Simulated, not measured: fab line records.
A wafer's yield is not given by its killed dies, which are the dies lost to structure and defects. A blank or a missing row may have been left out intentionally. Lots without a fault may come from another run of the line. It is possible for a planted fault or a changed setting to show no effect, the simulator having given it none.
Which tool is to blame? :: flow berkeleyCmos170 :: Sampling: 14 lots, 42 wafers, 2 of 331 route steps

WHAT EACH GAUGE READ, for each wafer
No reading from a measuring or inspecting step in the record can be judged against a usual standard deviation.

EACH LOT AND THE TOOL THAT RAN IT (in order: tool; ch and the chambers of the sampled wafers; start)
lot: L749
UCB170_V1_ETCH_14: rieDiel-04 ch 0,1,2, day 8 05:22
UCB170_V1_STRIP_15: plasmaAsher-04 ch 0,1, day 8 05:32

lot: L748
UCB170_V1_ETCH_14: rieDiel-02 ch 2,3, day 8 05:27
UCB170_V1_STRIP_15: plasmaAsher-02 ch 0,1, day 8 05:38

lot: L750
UCB170_V1_ETCH_14: rieDiel-02 ch 0,1,3, day 8 17:14
UCB170_V1_STRIP_15: plasmaAsher-04 ch 0,1, day 8 17:25

lot: L755
UCB170_V1_ETCH_14: rieDiel-04 ch 0,2,3, day 8 18:04
UCB170_V1_STRIP_15: plasmaAsher-02 ch 0,1, day 8 18:16

lot: L753
UCB170_V1_ETCH_14: rieDiel-02 ch 1,2, day 8 18:14
UCB170_V1_STRIP_15: plasmaAsher-03 ch 0,1, day 8 18:25

lot: L754
UCB170_V1_ETCH_14: rieDiel-01 ch 2,3, day 9 02:34
UCB170_V1_STRIP_15: plasmaAsher-04 ch 0,1, day 9 02:50

lot: L757
UCB170_V1_ETCH_14: rieDiel-02 ch 1,3, day 9 10:35
UCB170_V1_STRIP_15: plasmaAsher-02 ch 0,1, day 9 10:46

lot: L761
UCB170_V1_ETCH_14: rieDiel-01 ch 0,2, day 10 17:31
UCB170_V1_STRIP_15: plasmaAsher-04 ch 0, day 10 17:41

lot: L760
UCB170_V1_ETCH_14: rieDiel-04 ch 0,3, day 10 17:43
UCB170_V1_STRIP_15: plasmaAsher-03 ch 1, day 10 17:53

lot: L763
UCB170_V1_ETCH_14: rieDiel-04 ch 0,1,2, day 11 13:12
UCB170_V1_STRIP_15: plasmaAsher-03 ch 0,1, day 11 13:22

lot: L765
UCB170_V1_ETCH_14: rieDiel-02 ch 0,2, day 11 13:29
UCB170_V1_STRIP_15: plasmaAsher-02 ch 0,1, day 11 13:40

lot: L764
UCB170_V1_ETCH_14: rieDiel-01 ch 0,1,2, day 11 14:28
UCB170_V1_STRIP_15: plasmaAsher-03 ch 0,1, day 11 14:41

lot: L769
UCB170_V1_ETCH_14: rieDiel-04 ch 1,2, day 12 09:34
UCB170_V1_STRIP_15: plasmaAsher-04 ch 0,1, day 12 09:46

lot: L767
UCB170_V1_ETCH_14: rieDiel-04 ch 0,1,2, day 12 10:08
UCB170_V1_STRIP_15: plasmaAsher-02 ch 0,1, day 12 10:19
- UCB170_V1_ETCH_14: etches SiO2 in CHF3/CF4/Ar, stops on Al, target depth 1250 nm, time 291 s.
- UCB170_V1_STRIP_15: strips in O2.

WHAT THE TOOLS THEMSELVES READ (means of the sampled wafers that have a number; where no wafer has one, the mark that the record gives instead)
UCB170_V1_ETCH_14. Usual: drypumpMotorCurrentA 5.9 A, standard deviation 0.37; mfcArSccm 150.0 sccm, standard deviation 0.48; oesProductAu 0.869 a.u., standard deviation 0.01; rfFwdPowerW 698.3 W, standard deviation 2.1; throttleValvePct 7.00 %, standard deviation 0.083.
lot: L749
tool: rieDiel-04
drypumpMotorCurrentA (A): 6.1
mfcArSccm (sccm): 150.2
oesProductAu (a.u.): 0.866
rfFwdPowerW (W): 697.3
throttleValvePct (%): 7.03
flag: 

lot: L748
tool: rieDiel-02
drypumpMotorCurrentA (A): 5.9
mfcArSccm (sccm): 150.2
oesProductAu (a.u.): 0.874
rfFwdPowerW (W): 697.5
throttleValvePct (%): 6.95
flag: 

lot: L750
tool: rieDiel-02
drypumpMotorCurrentA (A): 5.6
mfcArSccm (sccm): 150.1
oesProductAu (a.u.): 0.870
rfFwdPowerW (W): 699.7
throttleValvePct (%): 6.96
flag: 

lot: L755
tool: rieDiel-04
drypumpMotorCurrentA (A): 6.3
mfcArSccm (sccm): 150.1
oesProductAu (a.u.): 0.872
rfFwdPowerW (W): 698.1
throttleValvePct (%): 7.00
flag: 

lot: L753
tool: rieDiel-02
drypumpMotorCurrentA (A): 6.1
mfcArSccm (sccm): 149.1
oesProductAu (a.u.): 0.860
rfFwdPowerW (W): 699.1
throttleValvePct (%): 6.83
flag: 

lot: L754
tool: rieDiel-01
drypumpMotorCurrentA (A): 5.8
mfcArSccm (sccm): 149.9
oesProductAu (a.u.): 0.861
rfFwdPowerW (W): 698.0
throttleValvePct (%): 6.98
flag: 

lot: L757
tool: rieDiel-02
drypumpMotorCurrentA (A): 5.7
mfcArSccm (sccm): 150.3
oesProductAu (a.u.): 0.870
rfFwdPowerW (W): 700.4
throttleValvePct (%): 6.98
flag: 

lot: L761
tool: rieDiel-01
drypumpMotorCurrentA (A): 6.1
mfcArSccm (sccm): 149.9
oesProductAu (a.u.): 0.876
rfFwdPowerW (W): 696.2
throttleValvePct (%): 6.96
flag: 

lot: L760
tool: rieDiel-04
drypumpMotorCurrentA (A): 6.1
mfcArSccm (sccm): 149.6
oesProductAu (a.u.): 0.859
rfFwdPowerW (W): 698.3
throttleValvePct (%): 7.03
flag: 

lot: L763
tool: rieDiel-04
drypumpMotorCurrentA (A): 6.1
mfcArSccm (sccm): 150.2
oesProductAu (a.u.): 0.875
rfFwdPowerW (W): 696.7
throttleValvePct (%): 7.02
flag: 

lot: L765
tool: rieDiel-02
drypumpMotorCurrentA (A): 5.6
mfcArSccm (sccm): 149.8
oesProductAu (a.u.): 0.871
rfFwdPowerW (W): 698.9
throttleValvePct (%): 6.94
flag: 

lot: L764
tool: rieDiel-01
drypumpMotorCurrentA (A): 6.1
mfcArSccm (sccm): 150.2
oesProductAu (a.u.): 0.876
rfFwdPowerW (W): 696.8
throttleValvePct (%): 7.01
flag: 

lot: L769
tool: rieDiel-04
drypumpMotorCurrentA (A): 6.2
mfcArSccm (sccm): 150.2
oesProductAu (a.u.): 0.876
rfFwdPowerW (W): 789.7
throttleValvePct (%): 7.01
flag: OFF

lot: L767
tool: rieDiel-04
drypumpMotorCurrentA (A): 6.1
mfcArSccm (sccm): 149.8
oesProductAu (a.u.): 0.874
rfFwdPowerW (W): 791.0
throttleValvePct (%): 7.03
flag: OFF

UCB170_V1_STRIP_15. Usual: drypumpMotorCurrentA 5.9 A, standard deviation 0.42; oesProductAu 0.722 a.u., standard deviation 0.0046; stripTimeToEndpointS 15.36 s, standard deviation 0.095.
lot: L749
tool: plasmaAsher-04
drypumpMotorCurrentA (A): 6.1
oesProductAu (a.u.): 0.720
stripTimeToEndpointS (s): 15.34
flag: 

lot: L748
tool: plasmaAsher-02
drypumpMotorCurrentA (A): 5.9
oesProductAu (a.u.): 0.721
stripTimeToEndpointS (s): 15.33
flag: 

lot: L750
tool: plasmaAsher-04
drypumpMotorCurrentA (A): 6.1
oesProductAu (a.u.): 0.718
stripTimeToEndpointS (s): 15.40
flag: 

lot: L755
tool: plasmaAsher-02
drypumpMotorCurrentA (A): 5.6
oesProductAu (a.u.): 0.718
stripTimeToEndpointS (s): 15.35
flag: 

lot: L753
tool: plasmaAsher-03
drypumpMotorCurrentA (A): 5.8
oesProductAu (a.u.): 0.726
stripTimeToEndpointS (s): 15.36
flag: 

lot: L754
tool: plasmaAsher-04
drypumpMotorCurrentA (A): 6.1
oesProductAu (a.u.): 0.719
stripTimeToEndpointS (s): 15.37
flag: 

lot: L757
tool: plasmaAsher-02
drypumpMotorCurrentA (A): 5.9
oesProductAu (a.u.): 0.718
stripTimeToEndpointS (s): 15.23
flag: 

lot: L761
tool: plasmaAsher-04
drypumpMotorCurrentA (A): 6.6
oesProductAu (a.u.): 0.721
stripTimeToEndpointS (s): 15.39
flag: 

lot: L760
tool: plasmaAsher-03
drypumpMotorCurrentA (A): 5.7
oesProductAu (a.u.): 0.723
stripTimeToEndpointS (s): 15.26
flag: 

lot: L763
tool: plasmaAsher-03
drypumpMotorCurrentA (A): 5.8
oesProductAu (a.u.): 0.724
stripTimeToEndpointS (s): 15.32
flag: 

lot: L765
tool: plasmaAsher-02
drypumpMotorCurrentA (A): 5.6
oesProductAu (a.u.): 0.725
stripTimeToEndpointS (s): 15.30
flag: 

lot: L764
tool: plasmaAsher-03
drypumpMotorCurrentA (A): 5.8
oesProductAu (a.u.): 0.721
stripTimeToEndpointS (s): 15.39
flag: 

lot: L769
tool: plasmaAsher-04
drypumpMotorCurrentA (A): 6.4
oesProductAu (a.u.): 0.725
stripTimeToEndpointS (s): 14.93
flag: OFF

lot: L767
tool: plasmaAsher-02
drypumpMotorCurrentA (A): 5.6
oesProductAu (a.u.): 0.722
stripTimeToEndpointS (s): 14.99
flag: OFF

THE ANSWER, worked out from the rows above alone
Rule: a lot is off if the mean of its wafers that have a number lies more than 3 standard deviations from the usual mean. Also off: a lot with no number at a reading for which 4 or more lots have one. All remaining lots with rows at the step are treated as sound. First the gauges in route order, then the tools' own readings, where a lot's mean is used as printed above. The first step at which some lot is off is used, and at that step the reading that is off furthest; a lot without a number counts as furthest.
Off at UCB170_V1_ETCH_14 (rfFwdPowerW): L769, L767.
A tool fits if, at that step or a process step before it, it ran every lot that is off, and no sound lot after the first of them. One candidate fits, namely rieDiel-04 at UCB170_V1_ETCH_14. Its last sound lot is L763 (day 11 13:12), its first lot that is off L769 (day 12 09:34): a fault that began between those two fits.
On the lots that are off, the tool's own readings at UCB170_V1_ETCH_14 differ by more than 5 times the standard deviation of the sound lots' means, which bears it out; rfFwdPowerW reads 790.4 W there versus 698.1 W on the sound lots.

WHAT WAS PUT IN BY THE SIMULATOR
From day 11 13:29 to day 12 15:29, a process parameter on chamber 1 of rieDiel-04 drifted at UCB170_V1_ETCH_14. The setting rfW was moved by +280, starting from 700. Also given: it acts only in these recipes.
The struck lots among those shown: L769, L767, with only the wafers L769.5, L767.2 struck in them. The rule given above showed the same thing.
